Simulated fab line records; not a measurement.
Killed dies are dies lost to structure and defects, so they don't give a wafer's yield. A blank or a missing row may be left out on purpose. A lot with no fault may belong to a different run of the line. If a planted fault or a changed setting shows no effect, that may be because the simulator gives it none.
Which tool was responsible? | flow berkeley-cmos170 | 6 lots, 18 wafers sampled, at 1 step of a route of 331

WHAT THE GAUGES SHOWED, per wafer
UCB170_NWELL_OVL_MEAS_12.
lot  | measured    | on         | NWELL_OVL (nm)
L319 | day 2 15:58 | overlay-01 | -8 -3 -5
L322 | day 3 03:27 | overlay-01 | -7 0 -1
L331 | day 5 05:40 | overlay-02 | -1 -4 1
L332 | day 5 16:13 | overlay-01 | -4 2 -6
L338 | day 6 16:34 | overlay-01 | 2 2 3
L340 | day 7 04:56 | overlay-01 | 8 4 -1

EACH LOT AND THE TOOL THAT RAN IT (in order: tool; ch and the chambers of the sampled wafers; start)
No process step before these readings appears in the record.

THE ANSWER, worked out from the rows above alone
Rule: what is usual is taken from the lots themselves. The widest of any qualifying gaps counts: lots, ordered by their means at a reading, are off when they make up no more than a third of the lots, leave a main group of 4 or more, and stand apart from it by 3 or more times the standard deviation of that group's means. A main group whose means are all the same, to the digits that the tables above print for the reading, isn't used. Also off: a lot with no number at a reading for which 4 or more lots have one. The other lots that the step has rows for count as sound.
No lot is off at any reading shown: from this, nothing can be told.

WHAT HAD BEEN PUT IN BY THE SIMULATOR
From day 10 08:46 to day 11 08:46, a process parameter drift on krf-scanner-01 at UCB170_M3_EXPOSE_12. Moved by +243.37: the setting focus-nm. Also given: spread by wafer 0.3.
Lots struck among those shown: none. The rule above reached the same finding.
